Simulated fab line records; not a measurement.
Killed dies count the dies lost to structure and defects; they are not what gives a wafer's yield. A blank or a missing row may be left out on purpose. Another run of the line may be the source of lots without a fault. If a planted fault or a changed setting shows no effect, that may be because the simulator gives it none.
Matching of chambers + flow berkeleyCmos170 + rieDiel-02 running UCB170_PWELL_ETCH_14: 3 sister chambers
The step etches Si3N4 in CH3F/Ar/O2, stops on SiO2, target depth 242 nm, time 151 s. 3 wafers are shown with their chamber, then 4 later ones without.

EACH WAFER AND ITS CHAMBER
| wafer  | chamber | throttleValvePct (%) |
|--------|---------|----------------------|
| L222.1 | 1       | 7.99                 |
| L225.2 | 2       | 8.33                 |
| L225.3 | 3       | 8.07                 |

WAFERS WITH NO CHAMBER GIVEN
| wafer  | throttleValvePct (%) |
|--------|----------------------|
| L241.2 | 8.00                 |
| L241.4 | 8.06                 |
| L241.5 | 8.34                 |
| L242.1 | 7.98                 |

WHICH CHAMBER EACH ONE RAN IN
| wafer  | from the rows above | in truth |
|--------|---------------------|----------|
| L241.2 | 1                   | 1        |
| L241.4 | 3                   | 3        |
| L241.5 | 2                   | 2        |
| L242.1 | 1                   | 1        |
Correctly placed: 4 of 4. Not placeable from these rows: 0. 0 placed wrongly.
How it was worked out, from the rows above alone: a wafer's distance from a chamber is the root of the sum, over the readings, of the square of ((its reading less the chamber's mean) divided by the reading's scatter). The wafer belongs to the nearest chamber; if the next one is less than 2 further off, it can't be placed. The mean given for a chamber averages the wafers shown for that chamber. The scatter: root of mean squared gap, hidden wafer to nearest shown wafer, with one shown wafer a chamber.
